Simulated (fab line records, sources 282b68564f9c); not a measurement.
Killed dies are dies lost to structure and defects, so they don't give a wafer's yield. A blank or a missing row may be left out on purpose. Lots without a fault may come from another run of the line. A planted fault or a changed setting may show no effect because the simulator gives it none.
Split-lot experiment | flow rit_cmos | 5 lots, 23 wafers read, on a route of 202 steps

THE SPLIT
At RIT_M1_EXPOSE_06 (exposes mask M12, target cd 2600 nm), the setting dose_mj was moved away from the recipe's 250 on 9 of the 23 wafers read, by -5.5% to +4.8%. The other wafers ran this setting at the recipe's value.

FROM THE SPLIT TO THE READING: what the file shows between them, 2 steps
- RIT_M1_PEB_07
- RIT_M1_DEVELOP_08: develop time 68 s

THE READING
cd_nm, in nm, at RIT_M1_CD_MEAS_09 (target cd 2600 nm). Fault-free wafers of this fab line usually give 2599.7 nm, standard deviation 1.7 nm.

wafer  | tool, chamber at the split | dose_mj as run | against the recipe | cd_nm, nm | against lot-mates on the recipe
L074.1 | iline_stepper-02, 0        | 250            | recipe             | 2597.6    | -
L074.2 | iline_stepper-02, 0        | 250            | recipe             | 2599.3    | -
L074.5 | iline_stepper-02, 0        | 250            | recipe             | 2597.2    | -
L075.1 | iline_stepper-01, 0        | 236.3          | -5.5%              | 2615.1    | +15.5
L075.2 | iline_stepper-01, 0        | 250            | recipe             | 2599.7    | -
L075.4 | iline_stepper-01, 0        | 250            | recipe             | 2600.0    | -
L075.5 | iline_stepper-01, 0        | 236.3          | -5.5%              | 2617.1    | +17.5
L075.6 | iline_stepper-01, 0        | 250            | recipe             | 2599.1    | -
L079.1 | iline_stepper-01, 0        | 250            | recipe             | 2598.7    | -
L079.2 | iline_stepper-01, 0        | 250            | recipe             | 2597.5    | -
L079.4 | iline_stepper-01, 0        | 259.4          | +3.8%              | 2587.5    | -10.6
L079.5 | iline_stepper-01, 0        | 259.4          | +3.8%              | 2590.1    | -8.0
L079.6 | iline_stepper-01, 0        | 259.4          | +3.8%              | 2589.3    | -8.8
L080.1 | iline_stepper-02, 0        | 250            | recipe             | 2599.6    | -
L080.2 | iline_stepper-02, 0        | 262            | +4.8%              | 2586.8    | -13.7
L080.4 | iline_stepper-02, 0        | 250            | recipe             | 2601.6    | -
L080.5 | iline_stepper-02, 0        | 262            | +4.8%              | 2585.5    | -15.0
L080.6 | iline_stepper-02, 0        | 250            | recipe             | 2600.4    | -
L085.1 | iline_stepper-02, 0        | 250            | recipe             | 2598.9    | -
L085.2 | iline_stepper-02, 0        | 250            | recipe             | 2598.4    | -
L085.3 | iline_stepper-02, 0        | 259.3          | +3.7%              | 2588.6    | -9.8
L085.4 | iline_stepper-02, 0        | 250            | recipe             | 2597.9    | -
L085.6 | iline_stepper-02, 0        | 259.3          | +3.7%              | 2588.7    | -9.7

THE FIT
A straight line over all 23 wafers: cd_nm changes by -2.87 nm for each +1% of dose_mj; r = -0.99; the points scatter about the line by 1.2 nm.
The same after taking each lot's own level away (the mean of its wafers on the recipe; 23 wafers): -2.83 nm for each +1%; r = -0.99; scatter 1 nm.
On that fit, the largest move of dose_mj shifts the reading by 16 nm.
The lots' own levels span 2598.03 to 2600.53 nm, that is 1.5 times the standard deviation above.
So the lot-to-lot level changes the slope little: the two slopes agree.
Check: with one of the wafers moved furthest among these (-5.5%) left out of the fit, the line predicts +15.9 nm for it against its lot-mates. It came out at +15.5 nm against them.

OTHER SPLITS ON THESE WAFERS
These wafers also went through other splits before the reading. Each is held against what the fit with the lots' levels taken away leaves over:
other split on the same wafers              | wafers away from the commonest value | r with cd_nm (lot level and that fit taken away)
RIT_REOX_OXIDATION_03 temp_c                | 18                                   | -0.01
RIT_NLDD_SOFTBAKE_02 time_s                 | 8                                    | -0.03
RIT_PLDD_IMPLANT_08 dose_cm2                | 7                                    | -0.06
RIT_SPACER_CVD_03 pressure_mtorr            | 18                                   | -0.17
RIT_SPACER_ETCHBACK_05 time_s               | 11                                   | +0.15
RIT_PSD_IMPLANT_08 dose_cm2                 | 9                                    | +0.41
RIT_SDANNEAL_RTA_03 time_s                  | 8                                    | +0.24
RIT_SILICIDE_SPUTTER_01 chamber_pressure_pa | 15                                   | -0.30

THE WHOLE CHAIN: every reading that the file lists as answering this split, in the file's order
step                 | what it does                                                          | reading                                                   | change (the file's fit)              | r (the file's)
RIT_M1_CD_MEAS_09    | target cd 2600 nm                                                     | cd_nm                                                     | -2.84 nm for each +1% of the setting | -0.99
RIT_M1_METAL_ETCH_12 | etches Al in Cl2/BCl3, stops on SiO2, time 165 s, target depth 600 nm | M1.cd_nm (the simulator's own value, which no gauge read) | -2.91 nm for each +1% of the setting | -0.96

THE FILE'S OWN FIT
cd_nm changes by -2.84 nm for each +1% of dose_mj, r = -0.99.
